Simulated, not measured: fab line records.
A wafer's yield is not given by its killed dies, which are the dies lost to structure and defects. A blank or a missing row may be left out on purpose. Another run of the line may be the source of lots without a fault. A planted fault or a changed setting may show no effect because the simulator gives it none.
fab line records | flow rit_cmos
[record] lots = 13 | wafers = 39 | last_day = 7
route steps=202 shown ACTIVE@1 GATE@89 M1@194
lots that met no fault: taken from a fault-free run of the same line
start_h: hours from the record's opening day to when the first of the lot's shown wafers began | wait_h: how many hours have passed since the lot's step before this one | " the same as in the row above | L1.1+2: a single row standing in for several wafers | - no value, or no start was given | * or withheld: withheld | < > ~ a bound
route shown NAME@n: a module of which the file shows steps, and the number in the route of the first | usual: average and standard deviation across the fault-free wafers | same: alike in all rows | chamber/n: place in a boat | sites: each site's reading | _std_site: standard deviation across them | _edge_site: inner sites' mean taken away from outer sites' mean | radius_mm: how far each site lies from the wafer's centre | mask NAME#n: copy n | behind: tool/chamber where the wafer was last shaped | hold: why the lot was held/for how many hours/how that ended | device: the transistor (n, p or np) that didn't switch | end of line: tests of these same wafers at the route's end | a step given without rows: its recipe and nothing more | killed: the dies lost at the first sort to structure and to defects; this is not the yield of the wafer | map: dies across one wafer; x = killed, . = not, _ = none there
set.NAME: the setting that was run; set.NAME@STEP: the one run at that earlier step | model.NAME: the simulator's own value behind a step, which no gauge read
one table for each step of the route and one row for each wafer, over a sample of lots
services: from which hour (start_h, from the record's first day; less than 0 if before it) a tool's chamber was out of use, for how many hours, and why
[[steps]]
[step RIT_ACTIVE_BOW_MEAS_00]
[recipe] mode = bow
[usual] INCOMING_BOW = 0/6
lot.wafer | tool          | chamber | start_h | wait_h | INCOMING_BOW[um]
L989.3    | film_metro-03 | -       | 15.04   | -      | -7
L989.5    | "             | -       | "       | "      | 1
L989.6    | "             | -       | "       | "      | 2
L990.1    | film_metro-03 | -       | 20.00   | -      | -8
L990.4    | "             | -       | "       | "      | 0
L990.6    | "             | -       | "       | "      | -1
L991.1    | film_metro-03 | -       | 25.00   | -      | -4
L991.5    | "             | -       | "       | "      | 3
L991.6    | "             | -       | "       | "      | 0
L992.4    | film_metro-02 | -       | 30.06   | -      | -3
L992.5    | "             | -       | "       | "      | 1
L992.6    | "             | -       | "       | "      | 11
L993.1    | film_metro-02 | -       | 35.00   | -      | -15
L993.2    | "             | -       | "       | "      | 7
L993.4    | "             | -       | "       | "      | -1
L994.1    | film_metro-02 | -       | 40.00   | -      | -8
L994.2    | "             | -       | "       | "      | 5
L994.3    | "             | -       | "       | "      | -9
L995.1    | film_metro-03 | -       | 45.00   | -      | 3
L995.2    | "             | -       | "       | "      | -2
L995.4    | "             | -       | "       | "      | 0
L997.1    | film_metro-03 | -       | 55.00   | -      | -2
L997.4    | "             | -       | "       | "      | -5
L997.6    | "             | -       | "       | "      | 7
L107.3    | film_metro-04 | -       | 105.04  | -      | 6
L107.5    | "             | -       | "       | "      | -5
L107.6    | "             | -       | "       | "      | 4
L108.1    | film_metro-04 | -       | 110.00  | -      | 3
L108.2    | "             | -       | "       | "      | -4
L108.6    | "             | -       | "       | "      | -5
L109.1    | film_metro-02 | -       | 115.00  | -      | -2
L109.3    | "             | -       | "       | "      | 6
L109.6    | "             | -       | "       | "      | 7
L110.1    | film_metro-04 | -       | 120.00  | -      | 10
L110.4    | "             | -       | "       | "      | 8
L110.6    | "             | -       | "       | "      | 9
L111.3    | film_metro-04 | -       | 125.04  | -      | -6
L111.4    | "             | -       | "       | "      | -2
L111.6    | "             | -       | "       | "      | -3
[step RIT_GATE_EXPOSE_13]
[recipe] mask_id = M6 | na = 0.6 | source_shape = conventional | sigma_outer = 0.6 | target_cd_nm = 150 | dose_mj = 387.8
[usual] stage_vel_mm_s = 499.98/0.23
[same] na = 0.6 | sigma_outer = 0.6
lot.wafer | tool             | chamber | start_h | wait_h | mask    | stage_vel_mm_s
L989.3    | iline_stepper-02 | 0       | 42.02   | 0.1    | M6#0    | 499.89
L989.5    | "                | 0       | "       | "      | M6#0    | 499.66
L989.6    | "                | 0       | "       | "      | M6#0    | 499.44
L990.1    | iline_stepper-02 | 0       | 45.89   | 0.1    | M6#0    | 500.14
L990.4    | "                | 0       | "       | "      | M6#0    | 499.86
L990.6    | "                | 0       | "       | "      | M6#0    | 500.45
L991.1    | iline_stepper-01 | 0       | 51.42   | 0.2    | M6#0    | 499.62
L991.5    | "                | 0       | "       | "      | M6#0    | 499.99
L991.6    | "                | 0       | "       | "      | M6#0    | 499.71
L992.4    | iline_stepper-02 | 0       | 55.63   | 0.2    | M6#0    | 500.15
L992.5    | "                | 0       | "       | "      | M6#0    | 499.91
L992.6    | "                | 0       | "       | "      | M6#0    | 500.02
L993.1    | iline_stepper-02 | 0       | 60.68   | 0.1    | M6#0    | 500.05
L993.2    | "                | 0       | "       | "      | M6#0    | 499.64
L993.4    | "                | 0       | "       | "      | M6#0    | 500.16
L994.1    | iline_stepper-01 | 0       | 67.30   | 0.2    | M6#0    | 500.04
L994.2    | "                | 0       | "       | "      | M6#0    | 499.95
L994.3    | "                | 0       | "       | "      | M6#0    | 500.37
L995.1    | iline_stepper-01 | 0       | 70.04   | 0.1    | M6#0    | 499.71
L995.2    | "                | 0       | "       | "      | M6#0    | 500.03
L995.4    | "                | 0       | "       | "      | M6#0    | 499.88
L997.1    | iline_stepper-01 | 0       | 81.81   | 0.2    | M6_R1#0 | 499.75
L997.4    | "                | 0       | "       | "      | M6_R1#0 | 499.54
L997.6    | "                | 0       | "       | "      | M6_R1#0 | 499.95
L107.3    | iline_stepper-02 | 0       | 130.77  | 0.1    | M6#0    | 500.49
L107.5    | "                | 0       | "       | "      | M6#0    | 500.14
L107.6    | "                | 0       | "       | "      | M6#0    | 500.08
L108.1    | iline_stepper-02 | 0       | 136.09  | 0.1    | M6#0    | 500.25
L108.2    | "                | 0       | "       | "      | M6#0    | 499.80
L108.6    | "                | 0       | "       | "      | M6#0    | 500.03
L109.1    | iline_stepper-01 | 0       | 141.96  | 0.2    | M6#0    | 500.43
L109.3    | "                | 0       | "       | "      | M6#0    | 500.19
L109.6    | "                | 0       | "       | "      | M6#0    | 500.25
L110.1    | iline_stepper-01 | 0       | 146.48  | 0.1    | M6#0    | 500.26
L110.4    | "                | 0       | "       | "      | M6#0    | 499.86
L110.6    | "                | 0       | "       | "      | M6#0    | 499.79
L111.3    | iline_stepper-01 | 0       | 155.75  | 0.1    | M6#0    | 500.11
L111.4    | "                | 0       | "       | "      | M6#0    | 499.98
L111.6    | "                | 0       | "       | "      | M6#0    | 499.97
[step RIT_GATE_CD_MEAS_16]
[recipe] target_cd_nm = 150
[usual] cd_nm = 149.2/2.3
lot.wafer | tool      | chamber | start_h | wait_h | cd_nm
L989.3    | cd_sem-02 | -       | 42.42   | -      | 152.0
L989.5    | "         | -       | "       | "      | 149.4
L989.6    | "         | -       | "       | "      | 150.1
L990.1    | cd_sem-02 | -       | 46.29   | -      | 151.3
L990.4    | "         | -       | "       | "      | 151.3
L990.6    | "         | -       | "       | "      | 149.3
L991.1    | cd_sem-01 | -       | 51.82   | -      | 144.0
L991.5    | "         | -       | "       | "      | 147.1
L991.6    | "         | -       | "       | "      | 145.2
L992.4    | cd_sem-02 | -       | 56.03   | -      | 148.3
L992.5    | "         | -       | "       | "      | 148.0
L992.6    | "         | -       | "       | "      | 144.7
L993.1    | cd_sem-02 | -       | 61.08   | -      | 148.2
L993.2    | "         | -       | "       | "      | 148.9
L993.4    | "         | -       | "       | "      | 148.7
L994.1    | cd_sem-02 | -       | 67.71   | -      | 148.8
L994.2    | "         | -       | "       | "      | 146.1
L994.3    | "         | -       | "       | "      | 147.0
L995.1    | cd_sem-02 | -       | 70.44   | -      | 149.5
L995.2    | "         | -       | "       | "      | 151.7
L995.4    | "         | -       | "       | "      | 149.8
L997.1    | cd_sem-02 | -       | 82.21   | -      | 163.1
L997.4    | "         | -       | "       | "      | 165.2
L997.6    | "         | -       | "       | "      | 165.4
L107.3    | cd_sem-02 | -       | 131.17  | -      | 149.3
L107.5    | "         | -       | "       | "      | 150.6
L107.6    | "         | -       | "       | "      | 148.8
L108.1    | cd_sem-01 | -       | 136.49  | -      | 152.2
L108.2    | "         | -       | "       | "      | 149.9
L108.6    | "         | -       | "       | "      | 148.6
L109.1    | cd_sem-02 | -       | 142.39  | -      | 151.3
L109.3    | "         | -       | "       | "      | 150.2
L109.6    | "         | -       | "       | "      | 150.9
L110.1    | cd_sem-02 | -       | 146.88  | -      | 149.1
L110.4    | "         | -       | "       | "      | 151.2
L110.6    | "         | -       | "       | "      | 150.4
L111.3    | cd_sem-02 | -       | 156.15  | -      | 148.9
L111.4    | "         | -       | "       | "      | 149.2
L111.6    | "         | -       | "       | "      | 148.6
[step RIT_M1_OVL_MEAS_10]
[usual] M1_OVL = 1.1/1.7
lot.wafer | tool       | chamber | start_h | wait_h | M1_OVL[nm]
L989.3    | overlay-02 | -       | 59.95   | 0.1    | -3.4
L989.5    | "          | -       | "       | "      | -3.2
L989.6    | "          | -       | "       | "      | -2.4
L990.1    | overlay-01 | -       | 63.99   | 0.1    | -0.4
L990.4    | "          | -       | "       | "      | 0.6
L990.6    | "          | -       | "       | "      | -1.8
L991.1    | overlay-02 | -       | 69.50   | 0.1    | 1.6
L991.5    | "          | -       | "       | "      | 0.6
L991.6    | "          | -       | "       | "      | 1.4
L992.4    | overlay-02 | -       | 73.50   | 0.1    | 1.0
L992.5    | "          | -       | "       | "      | 1.2
L992.6    | "          | -       | "       | "      | 1.1
L993.1    | overlay-01 | -       | 79.96   | 0.1    | 0.6
L993.2    | "          | -       | "       | "      | -0.7
L993.4    | "          | -       | "       | "      | 0.9
L994.1    | overlay-01 | -       | 85.65   | 0.1    | 2.4
L994.2    | "          | -       | "       | "      | 1.1
L994.3    | "          | -       | "       | "      | 2.9
L995.1    | overlay-02 | -       | 88.85   | 0.1    | -0.8
L995.2    | "          | -       | "       | "      | -0.3
L995.4    | "          | -       | "       | "      | -0.2
L997.1    | overlay-01 | -       | 100.06  | 0.1    | 0.1
L997.4    | "          | -       | "       | "      | 1.5
L997.6    | "          | -       | "       | "      | 1.5
L107.3    | overlay-01 | -       | 148.73  | 0.1    | 0.3
L107.5    | "          | -       | "       | "      | 0.8
L107.6    | "          | -       | "       | "      | 1.4
L108.1    | overlay-01 | -       | 154.17  | 0.1    | 1.1
L108.2    | "          | -       | "       | "      | -0.6
L108.6    | "          | -       | "       | "      | 0.7
L109.1    | overlay-02 | -       | 159.73  | 0.1    | 1.0
L109.3    | "          | -       | "       | "      | 0.3
L109.6    | "          | -       | "       | "      | 0.8
L110.1    | overlay-01 | -       | 166.44  | 0.1    | 2.1
L110.4    | "          | -       | "       | "      | 2.4
L110.6    | "          | -       | "       | "      | 2.3
L111.3    | overlay-02 | -       | 174.06  | 0.1    | 2.9
L111.4    | "          | -       | "       | "      | 1.3
L111.6    | "          | -       | "       | "      | 2.9
[step RIT_M1_PROBE_99]
[usual] killed_at_contacts = 0.1/0.29 | killed_at_front_end = 7/3 | killed_dies = 7/3 | killed_open = 3.5/2 | killed_short = 3.4/2
[same] gross_dies = 264 | killed_at_M0_to_M3 = 0 | killed_at_M4_up = 0 | killed_at_back_side = 0 | killed_at_other = 0
lot.wafer | tool      | chamber | start_h | wait_h | killed_at_contacts | killed_at_front_end | killed_dies | killed_open | killed_short
L110.1    | prober-01 | -       | 169.14  | 0.1    | 0                  | 11                  | 11          | 7           | 4
L110.4    | prober-01 | -       | 169.29  | 0.2    | 0                  | 8                   | 8           | 4           | 4
L110.6    | prober-01 | -       | 169.39  | 0.2    | 0                  | 1                   | 1           | 0           | 1
// killed by level:class
L110.1 GATE:geometric_particle:open=3 SILICIDE:geometric_particle:open=3 GATE:geometric_particle:short=2 FOX1:geometric_particle:open=1 SPACER:geometric_particle:short=1 SILICIDE:geometric_particle:short=1
L110.4 GATE:geometric_particle:short=3 SILICIDE:geometric_particle:open=2 GATE:geometric_particle:open=1 SPACER:geometric_particle:open=1 SILICIDE:geometric_particle:short=1
L110.6 SPACER:geometric_particle:short=1
[[services]]
tool             | chamber | start_h | hours | kind
iline_stepper-01 | -       | 33.92   | 3.8   | repair
iline_stepper-02 | -       | 43.42   | 1.7   | pm
iline_stepper-01 | -       | 132.14  | 9.0   | repair
iline_stepper-01 | -       | 136.94  | 1.6   | repair
[[key]]
[first_sign] step = RIT_GATE_EXPOSE_13 | reading = mask | direction = changed
[effect] step = RIT_GATE_CD_MEAS_16 | reading = cd_nm | direction = up | sigmas = 6.7 | usual = 149.2 | struck = 164.6
met_at RIT_GATE_EXPOSE_13
struck_lots L997
tester_left_out L997
not_acting_at RIT_ACTIVE_BOW_MEAS_00,RIT_M1_OVL_MEAS_10
onset_between 70.04 81.81
[fault] kind = wrong_mask | tool = any | chamber = - | onset_h = 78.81 | steps = RIT_GATE_EXPOSE_13 | aux_copy = M6_R1#0 | cd_offset_nm = 15 | scope = struck_lots_only
// tester_left_out: of these lots the tester's yield and bins aren't shown, on N5 and GAA mostly nor the transistor test; their killed dies are dies lost to structure and defects alone, not to doping, threshold or leakage, so they don't give the yield
